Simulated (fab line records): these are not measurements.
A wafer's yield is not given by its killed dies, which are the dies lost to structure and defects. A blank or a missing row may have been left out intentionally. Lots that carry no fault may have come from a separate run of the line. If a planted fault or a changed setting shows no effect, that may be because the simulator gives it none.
Comparing a struck lot with a sound one    flow ritCmos    15 steps out of a route of 202
Sound: wafers L911.2, L911.3, L911.4. Wafers struck: L914.2, L914.3, L914.5. At the end, the cause is stated.
Each step with rows lists, per side, the tool, then ch with its chambers, then its first start. Under that, the readings that differ: sound wafers    struck wafers    difference of the means    sigmas: that difference in standard deviations of wafers without a fault.
alike: same words and numbers on both sides, and readings whose means sit less than 2 such deviations apart. not compared: any withheld reading, any reading some wafer has no value for, any bound like >300 that may hide the same value, and any number with overlapping values for which the record gives no deviation.
Wherever a step has rows on one side only, a row that says differs or no value, or a row with sigmas, the two part there. When numbers do not overlap yet have no deviation, they are printed without sigmas and do not part them. Lack of a reading on every wafer of one side parts them only where that side has two or more wafers.

RIT_NWELL_OVL_MEAS_06:
  sound on overlay-01 at day 3 11:11; struck on overlay-02 at day 3 23:04
  alike: NWELL_OVL
then, 2 steps without rows for these wafers: RIT_NWELL_HARDBAKE_07 (time 120 s); RIT_NWELL_IMPLANT_08.
RIT_NWELL_STRIP_09: strips in O2, time 180 s.
  sound on plasmaAsher-02 ch 0,1, day 3 11:37; struck on plasmaAsher-02 ch 0,1, day 3 23:30
  alike: drypumpMotorCurrentA
  not compared: rfHoursCounterH
RIT_NWELL_TW_MEAS_10:
  sound on filmMetro-02 at day 3 11:48; struck on filmMetro-04 at day 3 23:41
reading   sound           struck          difference  sigmas
NWELL_TW  2131 2125 2125  2178 2176 2173  +49         +2
then, 6 steps without rows for these wafers: RIT_PWELL_HMDS_00 (prime time 60 s); RIT_PWELL_COAT_01 (resist thk 1300 nm); RIT_PWELL_SOFTBAKE_02 (time 60 s); RIT_PWELL_EXPOSE_03 (exposes mask M3, target cd 43700 nm); RIT_PWELL_PEB_04; RIT_PWELL_DEVELOP_05 (develop time 68 s).
RIT_PWELL_OVL_MEAS_06:
  sound on overlay-02 at day 3 12:52; struck on overlay-01 at day 4 00:47
  alike: PWELL_OVL
RIT_PWELL_HARDBAKE_07: time 120 s.
  sound on lithoTrack-02 ch 0, day 3 12:56; struck on lithoTrack-02 ch 0, day 4 00:52
reading                sound                 struck                difference  sigmas
heaterPowerTotalW (W)  52.03 52.17 51.91     53.20 53.23 53.21     +1.18       +19
plateTempC (C)         140.03 139.79 140.01  142.68 142.46 142.66  +2.66       +17
following that, these wafers have no rows for 1 step: RIT_PWELL_IMPLANT_08.
RIT_M1_PROBE_99:
  sound on prober-02 at day 5 01:38; struck on prober-01 at day 5 14:02
reading           sound  struck  difference  sigmas
killedAtContacts  0 0 0  0 1 1   +1          +2
  alike: killedAtFrontEnd, killedDies, killedOpen, killedShort

## WHERE THEY PART
First at RIT_NWELL_TW_MEAS_10; last, within this record, at RIT_M1_PROBE_99.

WHY: whatever the simulator had introduced
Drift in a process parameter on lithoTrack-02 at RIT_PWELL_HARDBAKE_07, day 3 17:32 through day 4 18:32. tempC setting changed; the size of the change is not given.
